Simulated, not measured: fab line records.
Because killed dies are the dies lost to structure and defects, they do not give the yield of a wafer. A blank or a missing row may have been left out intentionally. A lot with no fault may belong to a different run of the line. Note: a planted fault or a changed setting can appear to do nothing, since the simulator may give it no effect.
fab line records	flow ritCmos
[record] lots = 13	wafers = 39	lastDay = 7
route steps=202 shown REOX@100
lots with no fault: from the same line, run without faults
startH: hours from the record's first day to the start of the lot's first wafer shown	waitH: hours since the lot's step before	" repeats the value in the row above	L1.1+2: a single row standing in for several wafers	- no value, or no start was given	* or withheld: withheld	< > ~ a bound
route shown NAME@n: a module of which the file shows steps, and the number in the route of the first	usual: mean/standard deviation taken from wafers without a fault	same: alike in all rows	chamber/n: place in a boat	sites: the reading at each site	_std_site: how widely they spread, as a standard deviation	_edge_site: the outer-site mean with the inner-site mean subtracted	radiusMm: for every site, how far away it sits from the centre of the wafer	mask NAME#n: copy n	behind: the last tool/chamber to shape the wafer	hold: what put the lot on hold/how long, in hours/how the hold closed	device: names the non-switching transistor (n, p or np)	end of line: the route-end tests of the same wafers	where a step has no rows: the recipe by itself	killed: dies that structure and defects cost at the first sort, which is not the same as the wafer's yield	map: shows each die of a wafer: x if killed, . if not, _ if none is there
set.NAME: setting as actually run; set.NAME@STEP: the setting as run at that earlier step	model.NAME: the simulator's own value behind a step, which no gauge read
one table for each step of the route and one row for each wafer, over a sample of lots
services: a tool's chamber out of use, with start hour (startH, from the record's first day; less than 0 if before it), hours out, and reason
[[steps]]
[step RIT_REOX_CLEAN_02]
[recipe] chemistry = SC2	mix = 3:3:50	timeS = 600	tempC = 75	dry = n2Spin
[usual] runLengthS = 628/3.7
lot.wafer	tool	chamber	startH	waitH	runLengthS
L118.1	wetBench-04	2	42.38	0.0	626
L118.4	"	2	"	"	626
L118.5	"	2	"	"	626
L120.1	wetBench-03	2	50.64	0.0	623
L120.2	"	2	"	"	623
L120.4	"	2	"	"	623
L121.2	wetBench-03	3	54.39	0.0	626
L121.3	"	3	"	"	626
L121.5	"	3	"	"	626
L122.1	wetBench-04	0	59.19	0.0	627
L122.5	"	0	"	"	627
L122.6	"	0	"	"	627
L124.1	wetBench-01	1	69.90	0.0	635
L124.3	"	1	"	"	635
L124.6	"	1	"	"	635
L125.1	wetBench-04	3	78.13	0.0	625
L125.5	"	3	"	"	625
L125.6	"	3	"	"	625
L126.2	wetBench-04	3	80.94	0.0	624
L126.4	"	3	"	"	624
L126.5	"	3	"	"	624
L129.2	wetBench-01	2	99.21	0.0	627
L129.5	"	2	"	"	627
L129.6	"	2	"	"	627
L131.2	wetBench-04	0	107.74	0.0	459
L131.4	"	0	"	"	459
L131.5	"	0	"	"	459
L136.2	wetBench-01	3	131.60	0.0	625
L136.3	"	3	"	"	625
L136.5	"	3	"	"	625
L138.1	wetBench-01	0	141.11	0.0	625
L138.4	"	0	"	"	625
L138.6	"	0	"	"	625
L139.2	wetBench-03	1	147.16	0.0	635
L139.5	"	1	"	"	635
L139.6	"	1	"	"	635
L140.1	wetBench-01	1	150.54	0.0	627
L140.3	"	1	"	"	627
L140.4	"	1	"	"	627
[[services]]
tool	chamber	startH	hours	kind
wetBench-04	-	39.35	1.9	pm
[[key]]
[firstSign] step = RIT_REOX_CLEAN_02	reading = runLengthS	direction = down	sigmas = 45	usual = *	struck = *
effect none on later readings
metAt RIT_REOX_CLEAN_02
struckLots L131
struckWafers L131.2,L131.4,L131.5
testerLeftOut L131
onsetBetween 59.19 107.74
[fault] kind = processParameterDrift	tool = wetBench-04	chamber = 0	onsetH = 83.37	steps = RIT_REOX_CLEAN_02	channel = timeS	offset = *	shape = step	endH = 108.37	actsIn = *	stated = *
// testerLeftOut: of these lots the tester's yield and bins aren't shown, on N5 and GAA mostly nor the transistor test; their killed dies are dies lost to structure and defects alone, not to doping, threshold or leakage, so they don't give the yield
